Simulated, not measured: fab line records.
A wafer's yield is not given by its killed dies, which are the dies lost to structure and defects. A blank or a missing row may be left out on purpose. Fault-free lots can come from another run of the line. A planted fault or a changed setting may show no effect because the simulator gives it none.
Matching of chambers / flow berkeley cmos170 / UCB170_CONTACT_CLEAN_00 on wet bench-02: 4 sister chambers
The step cleans in SPM, time 600 s. 14 wafers are shown with their chamber, then 7 later ones without.

WAFERS, EACH WITH ITS CHAMBER
wafer=L895.3; chamber=0; bath heat duty pct (%)=12.9; bath guard temp C (C)=120.1
wafer=L895.4; chamber=0; bath heat duty pct (%)=13.0; bath guard temp C (C)=120.4
wafer=L895.6; chamber=0; bath heat duty pct (%)=14.9; bath guard temp C (C)=120.4
wafer=L899.1; chamber=1; bath heat duty pct (%)=11.7; bath guard temp C (C)=120.2
wafer=L899.4; chamber=1; bath heat duty pct (%)=11.7; bath guard temp C (C)=120.1
wafer=L899.5; chamber=1; bath heat duty pct (%)=11.6; bath guard temp C (C)=120.2
wafer=L903.1; chamber=3; bath heat duty pct (%)=12.3; bath guard temp C (C)=120.4
wafer=L903.2; chamber=3; bath heat duty pct (%)=12.5; bath guard temp C (C)=120.9
wafer=L903.5; chamber=3; bath heat duty pct (%)=12.8; bath guard temp C (C)=120.3
wafer=L900.2; chamber=1; bath heat duty pct (%)=11.4; bath guard temp C (C)=120.3
wafer=L900.4; chamber=1; bath heat duty pct (%)=10.1; bath guard temp C (C)=120.4
wafer=L900.5; chamber=1; bath heat duty pct (%)=10.7; bath guard temp C (C)=120.4
wafer=L909.1; chamber=2; bath heat duty pct (%)=13.0; bath guard temp C (C)=120.6
wafer=L909.5; chamber=2; bath heat duty pct (%)=12.6; bath guard temp C (C)=120.3

SIGNATURES (averages over the wafers above)
reading=bath heat duty pct; chamber 0=13.600; chamber 1=11.200; chamber 2=12.800; chamber 3=12.533; scatter within a chamber=0.7
reading=bath guard temp C; chamber 0=120.300; chamber 1=120.267; chamber 2=120.450; chamber 3=120.533; scatter within a chamber=0.196
Rule: for each reading, subtract the chamber's mean from the wafer's reading, divide by that reading's scatter and square the result; add these up over the readings and take the root, which gives the wafer's distance from the chamber. The wafer belongs to the nearest chamber; if the next one is less than 2 further off, it can't be placed. How the scatter is found: for the shown wafers, subtract from each reading the mean of its chamber, square and add these, divide the total by (wafers less chambers), then take the root.

WAFERS WITH NO CHAMBER GIVEN
wafer=L909.6; bath heat duty pct (%)=13.5; bath guard temp C (C)=120.5
wafer=L914.2; bath heat duty pct (%)=10.1; bath guard temp C (C)=120.2
wafer=L914.3; bath heat duty pct (%)=12.5; bath guard temp C (C)=119.7
wafer=L914.6; bath heat duty pct (%)=10.7; bath guard temp C (C)=120.1
wafer=L913.1; bath heat duty pct (%)=13.1; bath guard temp C (C)=120.5
wafer=L913.4; bath heat duty pct (%)=12.8; bath guard temp C (C)=120.3
wafer=L913.5; bath heat duty pct (%)=12.5; bath guard temp C (C)=120.4

CHAMBER TAKEN BY EACH
wafer=L909.6; from the rows above=can't be placed: 0 or 2 or 3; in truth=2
wafer=L914.2; from the rows above=1; in truth=1
wafer=L914.3; from the rows above=can't be placed: 1 or 0 or 2 or 3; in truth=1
wafer=L914.6; from the rows above=1; in truth=1
wafer=L913.1; from the rows above=can't be placed: 2 or 3 or 0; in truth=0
wafer=L913.4; from the rows above=can't be placed: 2 or 0 or 3 or 1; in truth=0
wafer=L913.5; from the rows above=can't be placed: 2 or 3 or 0 or 1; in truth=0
2 of 7 placed correctly. Unplaceable from these rows: 5, with the true chamber sitting among the candidates in 5. Number placed wrongly: 0.
